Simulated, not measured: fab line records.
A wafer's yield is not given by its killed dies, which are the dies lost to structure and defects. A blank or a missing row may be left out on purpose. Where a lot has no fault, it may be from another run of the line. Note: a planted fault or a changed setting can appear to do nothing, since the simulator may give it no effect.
Which tool was responsible? ; flow rit cmos ; Sampling: 14 lots, 42 wafers, 2 of 202 route steps

## WHAT THE GAUGES SHOWED, per wafer
RIT_M1_CD_MEAS_09 targets a cd of 2600 nm. Usual: 2600.4 nm for cd nm, sd 2.4.
lot;measured;on;cd nm (nm);flag
L394;day 3 07:17;cd sem-02;2603.3 2602.4 2602.1;
L397;day 3 21:21;cd sem-02;2603.4 2599.8 2600.5;
L398;day 4 03:40;cd sem-02;2598.3 2600.7 2600.2;
L399;day 4 10:38;cd sem-01;2595.7 2597.5 2597.4;
L400;day 4 12:52;cd sem-01;2599.9 2598.7 2600.9;
L401;day 4 17:27;cd sem-02;2601.6 2599.8 2600.7;
L402;day 4 23:26;cd sem-01;2596.4 2597.7 2596.4;
L403;day 5 09:12;cd sem-01;2601.7 2602.7 2601.7;
L404;day 5 10:56;cd sem-01;2602.3 2601.9 2601.8;
L406;day 5 19:14;cd sem-02;2605.4 2604.8 2604.5;
L407;day 6 01:41;cd sem-01;2598.4 2597.3 2596.4;
L408;day 6 11:12;cd sem-02;2608.2 2609.6 2609.1;OFF
L409;day 6 13:38;cd sem-01;2608.3 2606.6 2608.1;OFF
L411;day 6 21:14;cd sem-01;2600.1 2602.2 2602.1;

## EACH LOT AND THE TOOL THAT RAN IT (in order: tool; ch and the chambers of the sampled wafers; start)
lot;RIT_M1_COAT_04
L394;litho track-02 ch 0, day 3 06:26
L397;litho track-01 ch 0, day 3 20:26
L398;litho track-01 ch 0, day 4 02:56
L399;litho track-04 ch 0, day 4 09:47
L400;litho track-01 ch 0, day 4 12:00
L401;litho track-02 ch 0, day 4 16:43
L402;litho track-01 ch 0, day 4 22:35
L403;litho track-01 ch 0, day 5 08:20
L404;litho track-01 ch 0, day 5 10:05
L406;litho track-01 ch 0, day 5 18:31
L407;litho track-04 ch 0, day 6 00:58
L408;litho track-01 ch 0, day 6 10:28
L409;litho track-01 ch 0, day 6 12:54
L411;litho track-02 ch 0, day 6 20:23
- RIT_M1_COAT_04: resist thk 1300 nm.

## WHAT THE TOOLS THEMSELVES READ (means of the sampled wafers that have a number; where no wafer has one, the mark that the record gives instead)
RIT_M1_COAT_04. Usual: 1999.9 rpm for spin speed rpm, sd 1.2.
lot;tool;spin speed rpm (rpm);flag
L394;litho track-02;1999.6;
L397;litho track-01;2000.0;
L398;litho track-01;1999.3;
L399;litho track-04;2001.1;
L400;litho track-01;2000.2;
L401;litho track-02;1999.1;
L402;litho track-01;1999.7;
L403;litho track-01;2000.5;
L404;litho track-01;1999.4;
L406;litho track-01;2000.0;
L407;litho track-04;1999.1;
L408;litho track-01;2001.0;
L409;litho track-01;2000.7;
L411;litho track-02;1999.5;

## THE ANSWER, worked out from the rows above alone
Rule: a lot is off if the mean of its wafers that have a number lies more than 3 standard deviations from the usual mean. A lot without any number at a reading at which 4 lots or more have one is off too. The other lots that the step has rows for count as sound. The gauges are gone through in route order, then the tools' own readings, and for those a lot's mean is taken as printed above. The first step at which some lot is off is used, and at that step the reading that is off furthest; a lot without a number counts as furthest.
Off: L408, L409 (RIT_M1_CD_MEAS_09, cd nm).
A tool fits if, at a process step before that reading, it ran every lot that is off, and no sound lot after the first of them. Gauges at RIT_M1_CD_MEAS_09: tried the same way as those tools. One candidate fits, namely litho track-01 at RIT_M1_COAT_04. Its last sound lot is L406 (day 5 18:31), its first lot that is off L408 (day 6 10:28): a fault that began between those two fits.

## WHAT WAS PUT IN BY THE SIMULATOR
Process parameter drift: litho track-01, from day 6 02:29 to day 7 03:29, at RIT_M1_COAT_04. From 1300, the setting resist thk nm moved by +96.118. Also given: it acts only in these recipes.
Struck lots among those shown: L408, L409. The rule given above showed the same thing.
